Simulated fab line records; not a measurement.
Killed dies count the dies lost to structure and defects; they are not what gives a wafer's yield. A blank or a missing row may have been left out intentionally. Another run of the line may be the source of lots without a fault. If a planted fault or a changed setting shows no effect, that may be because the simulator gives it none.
Which tool did it?	flow berkeley-cmos170	route of 331 steps, sampled at 1 step: 7 lots, 21 wafers

== WHAT THE GAUGES READ, wafer by wafer ==
UCB170_GATE_OVL_MEAS_13.
lot	measured	on	GATE_OVL (nm)
L427	day 7 14:26	overlay-01	-9 4 -5
L428	day 8 01:50	overlay-01	-1 2 6
L432	day 8 23:19	overlay-01	-4 -8 -10
L437	day 9 18:35	overlay-01	-2 2 6
L442	day 11 02:54	overlay-01	2 -1 -6
L447	day 12 13:41	overlay-02	15 -2 1
L446	day 12 14:13	overlay-01	-8 3 -1

== EACH LOT AND THE TOOL THAT RAN IT (in order: tool; ch and the chambers of the sampled wafers; start) ==
The record shows no process step preceding these readings.

== THE ANSWER, worked out from the rows above alone ==
Rule: the usual values come from the lots themselves. Put in order of their means at a reading, lots are off if they are a third of the lots or fewer, leave a main group of 4 or more, and stand apart from it by a gap of 3 or more times the standard deviation of the main group's means; of several such gaps the widest counts. A main group whose means are all the same, to the digits that the tables above print for the reading, isn't used. Also off: a lot with no number at a reading for which 4 or more lots have one. The other lots that the step has rows for count as sound.
Across all readings shown, no lot is off: no conclusion can be drawn from this.

== WHAT THE SIMULATOR HAD INSERTED ==
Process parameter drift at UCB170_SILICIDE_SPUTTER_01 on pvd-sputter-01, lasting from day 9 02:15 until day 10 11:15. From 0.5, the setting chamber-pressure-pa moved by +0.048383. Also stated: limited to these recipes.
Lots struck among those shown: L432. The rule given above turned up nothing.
